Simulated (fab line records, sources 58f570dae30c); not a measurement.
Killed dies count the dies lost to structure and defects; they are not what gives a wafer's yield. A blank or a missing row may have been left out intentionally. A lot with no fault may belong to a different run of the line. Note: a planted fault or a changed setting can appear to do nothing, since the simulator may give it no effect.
Chamber matching -- flow berkeleyCmos170 -- 4 sister chambers for UCB170_V2_ETCH_14 on rieDiel-01
The step etches SiO2 in CHF3/CF4/Ar, stops on Al, target depth 1250 nm, time 291 s. 14 wafers are shown with their chamber, then 7 later ones without.

WAFERS WITH THEIR CHAMBER
wafer,chamber,drypumpMotorCurrentA (A),throttleValvePct (%),oesProductAu (a.u.)
L253.1,3,5.8,7.24,0.893
L253.2,0,5.2,6.92,0.882
L253.4,1,6.5,7.09,0.865
L257.3,0,5.1,6.91,0.889
L257.4,3,5.8,7.24,0.894
L257.6,3,5.8,7.23,0.897
L259.1,3,5.8,7.23,0.886
L259.3,2,6.1,6.93,0.886
L259.4,0,5.2,6.90,0.876
L260.4,1,6.5,7.09,0.875
L260.5,3,5.8,7.24,0.888
L260.6,0,5.1,6.91,0.886
L263.1,2,6.1,6.91,0.883
L263.2,1,6.5,7.09,0.869

SIGNATURES (means of the wafers above)
reading,chamber 0,chamber 1,chamber 2,chamber 3,scatter within a chamber
drypumpMotorCurrentA,5.150,6.500,6.100,5.800,0.0316
throttleValvePct,6.9100,7.0900,6.9200,7.2360,0.00721
oesProductAu,0.88325,0.86967,0.88450,0.89160,0.00481
Rule: a wafer's distance from a chamber is the root of the sum, over the readings, of the square of ((its reading less the chamber's mean) divided by the reading's scatter). The wafer belongs to the nearest chamber; if the next one is less than 2 further off, it can't be placed. The scatter: take each reading less its chamber's mean, square it, sum over the shown wafers, divide by the number of wafers less the number of chambers, and take the root.

WAFERS WITH NO CHAMBER GIVEN
wafer,drypumpMotorCurrentA (A),throttleValvePct (%),oesProductAu (a.u.)
L263.3,5.7,7.23,0.887
L267.2,6.5,7.10,0.870
L267.3,6.1,6.92,0.885
L267.5,5.1,6.90,0.879
L276.1,6.5,7.08,0.877
L276.3,5.8,7.23,0.898
L276.5,5.8,7.22,0.889

THE CHAMBER EACH PASSED THROUGH
wafer,from the rows above,in truth
L263.3,3,3
L267.2,1,1
L267.3,2,2
L267.5,0,0
L276.1,1,1
L276.3,3,3
L276.5,3,3
Correct placement for 7 of the 7. Left unplaced by these rows: 0. Placed wrongly: 0.
